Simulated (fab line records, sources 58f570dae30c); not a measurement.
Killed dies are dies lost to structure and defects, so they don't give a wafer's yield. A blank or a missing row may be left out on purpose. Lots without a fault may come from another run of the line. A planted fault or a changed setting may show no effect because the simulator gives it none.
Which tool did it? | flow berkeley_cmos170 | 14 lots, 42 wafers sampled, at 4 steps of a route of 331

WHAT THE GAUGES READ, wafer by wafer
UCB170_PWELL_THK_MEAS_06. Usual: PWELL_NITRIDE_THK 220.0 nm, standard deviation 1.9.
lot  | measured    | on            | PWELL_NITRIDE_THK (nm) | flag
L674 | day 3 00:12 | film_metro-02 | 220.2 218.0 219.6      |
L675 | day 3 10:47 | film_metro-02 | 217.4 217.1 219.9      |
L676 | day 3 16:24 | film_metro-02 | 219.9 218.6 218.3      |
L677 | day 3 19:58 | film_metro-02 | 219.9 221.8 221.6      |
L678 | day 3 19:58 | film_metro-03 | 220.6 220.4 219.7      |
L680 | day 4 10:36 | film_metro-03 | 221.4 219.0 219.8      |
L684 | day 4 19:08 | film_metro-04 | 220.0 221.7 219.2      |
L685 | day 5 01:43 | film_metro-03 | 221.5 221.2 220.4      |
L686 | day 5 08:10 | film_metro-03 | 216.9 218.1 218.7      |
L687 | day 5 16:01 | film_metro-02 | 220.2 219.6 218.8      |
L688 | day 5 16:01 | film_metro-03 | 224.2 224.7 225.0      |
L689 | day 5 22:38 | film_metro-02 | 218.0 219.4 217.3      |
L696 | day 7 14:26 | film_metro-03 | 222.1 221.6 220.7      |
L697 | day 7 23:34 | film_metro-02 | 219.7 221.7 222.4      |

UCB170_PWELL_TW_MEAS_17. Usual: PWELL_TW 379, standard deviation 6.7.
lot  | measured    | on            | PWELL_TW    | flag
L674 | day 3 01:37 | film_metro-02 | 372 372 372 |
L675 | day 3 12:19 | film_metro-02 | 373 371 373 |
L676 | day 3 17:56 | film_metro-03 | 382 381 382 |
L677 | day 3 21:35 | film_metro-03 | 384 382 381 |
L678 | day 3 21:50 | film_metro-02 | 371 373 372 |
L680 | day 4 12:07 | film_metro-02 | 372 373 373 |
L684 | day 4 20:54 | film_metro-04 | 390 388 389 |
L685 | day 5 03:27 | film_metro-04 | 387 386 390 |
L686 | day 5 10:35 | film_metro-02 | 431 432 432 | OFF
L687 | day 5 17:46 | film_metro-02 | 372 372 373 |
L688 | day 5 18:08 | film_metro-04 | 447 444 447 | OFF
L689 | day 6 00:14 | film_metro-02 | 371 371 373 |
L696 | day 7 15:44 | film_metro-02 | 371 372 370 |
L697 | day 8 01:20 | film_metro-04 | 385 388 387 |

UCB170_PLDD_CD_MEAS_06: target cd 1200 nm. Usual: cd_nm 1199.7 nm, standard deviation 1.3.
lot  | measured     | on        | cd_nm (nm)           | flag
L674 | day 6 00:03  | cd_sem-01 | 1197.3 1197.4 1196.6 |
L675 | day 6 17:38  | cd_sem-01 | 1199.0 1200.4 1199.4 |
L676 | day 7 00:11  | cd_sem-02 | 1200.0 1198.5 1200.7 |
L677 | day 7 08:44  | cd_sem-01 | 1201.1 1198.8 1200.4 |
L678 | day 7 08:23  | cd_sem-02 | 1199.0 1201.2 1199.5 |
L680 | day 7 10:36  | cd_sem-01 | 1200.2 1200.4 1201.3 |
L684 | day 7 20:53  | cd_sem-01 | 1198.6 1198.3 1199.9 |
L685 | day 8 09:14  | cd_sem-01 | 1200.1 1202.8 1201.1 |
L686 | day 8 15:33  | cd_sem-01 | 1198.6 1199.0 1197.9 |
L687 | day 9 03:44  | cd_sem-02 | 1199.7 1200.4 1200.8 |
L688 | day 9 03:19  | cd_sem-01 | 1199.5 1199.8 1200.6 |
L689 | day 9 04:01  | cd_sem-02 | 1199.2 1200.1 1199.1 |
L696 | day 10 12:59 | cd_sem-02 | 1200.4 1200.9 1200.6 |
L697 | day 11 00:48 | cd_sem-02 | 1200.7 1201.5 1200.8 |

WHICH TOOL RAN EACH LOT (tool, then ch and the chambers of the sampled wafers, then the start)
lot  | UCB170_PWELL_IMPLANT_15
L674 | implanter-03 ch 0, day 3 01:22
L675 | implanter-04 ch 0, day 3 12:04
L676 | implanter-04 ch 0, day 3 17:38
L677 | implanter-03 ch 0, day 3 21:20
L678 | implanter-04 ch 0, day 3 21:35
L680 | implanter-04 ch 0, day 4 11:53
L684 | implanter-01 ch 0, day 4 20:39
L685 | implanter-01 ch 0, day 5 03:13
L686 | implanter-01 ch 0, day 5 10:20
L687 | implanter-03 ch 0, day 5 17:32
L688 | implanter-01 ch 0, day 5 17:54
L689 | implanter-03 ch 0, day 6 00:01
L696 | implanter-04 ch 0, day 7 15:29
L697 | implanter-03 ch 0, day 8 01:07
- UCB170_PWELL_IMPLANT_15

WHAT THE TOOLS THEMSELVES READ (means of the sampled wafers that have a number; where no wafer has one, the mark that the record gives instead)
UCB170_PWELL_IMPLANT_15. Usual: dose_ions_cm2 4.999e+12, standard deviation 5.1e+09; faraday_current_uA 15.9, standard deviation 0.34.
lot  | tool         | dose_ions_cm2 | faraday_current_uA | flag
L674 | implanter-03 | 5.003e+12     | 15.8               |
L675 | implanter-04 | 5.000e+12     | 15.7               |
L676 | implanter-04 | 5.003e+12     | 16.0               |
L677 | implanter-03 | 4.998e+12     | 15.6               |
L678 | implanter-04 | 5.002e+12     | 15.8               |
L680 | implanter-04 | 4.993e+12     | 16.0               |
L684 | implanter-01 | 4.999e+12     | 15.8               |
L685 | implanter-01 | 5.003e+12     | 15.6               |
L686 | implanter-01 | 8.046e+12     | 25.5               | OFF
L687 | implanter-03 | 4.999e+12     | 15.7               |
L688 | implanter-01 | 8.049e+12     | 25.4               | OFF
L689 | implanter-03 | 5.001e+12     | 16.0               |
L696 | implanter-04 | 4.992e+12     | 16.0               |
L697 | implanter-03 | 5.000e+12     | 15.9               |

THE ANSWER, worked out from the rows above alone
Rule: a lot is off if the mean of its wafers that have a number lies more than 3 standard deviations from the usual mean. A lot without any number at a reading at which 4 lots or more have one is off too. The other lots that the step has rows for count as sound. The gauges are gone through in route order, then the tools' own readings, and for those a lot's mean is taken as printed above. The first step at which some lot is off is used, and at that step the reading that is off furthest; a lot without a number counts as furthest.
Off: L686, L688, at UCB170_PWELL_TW_MEAS_17 (PWELL_TW).
A tool fits if, at a process step before that reading, it ran every lot that is off, and no sound lot after the first of them. The gauges at UCB170_PWELL_TW_MEAS_17 aren't tried: what is off there is off at UCB170_PWELL_IMPLANT_15 too, on other tools, and a gauge's error can't cause that. One fits: implanter-01 at UCB170_PWELL_IMPLANT_15. Its last sound lot is L685 (day 5 03:13), its first lot that is off L686 (day 5 10:20): a fault that began between those two fits.
The tool's own readings at UCB170_PWELL_IMPLANT_15 bear it out: on the lots that are off they differ by more than 5 times the standard deviation of the sound lots' means. dose_ions_cm2 reads 8.048e+12 there against 4.999e+12 on the sound lots; faraday_current_uA reads 25.4 there against 15.8 on the sound lots.

WHAT THE SIMULATOR HAD PUT IN
Process parameter drift: implanter-01, from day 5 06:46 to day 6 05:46, at UCB170_PWELL_IMPLANT_15. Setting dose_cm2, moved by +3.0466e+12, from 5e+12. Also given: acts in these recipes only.
Lots struck among those shown: L686, L688. The rule above found the same.
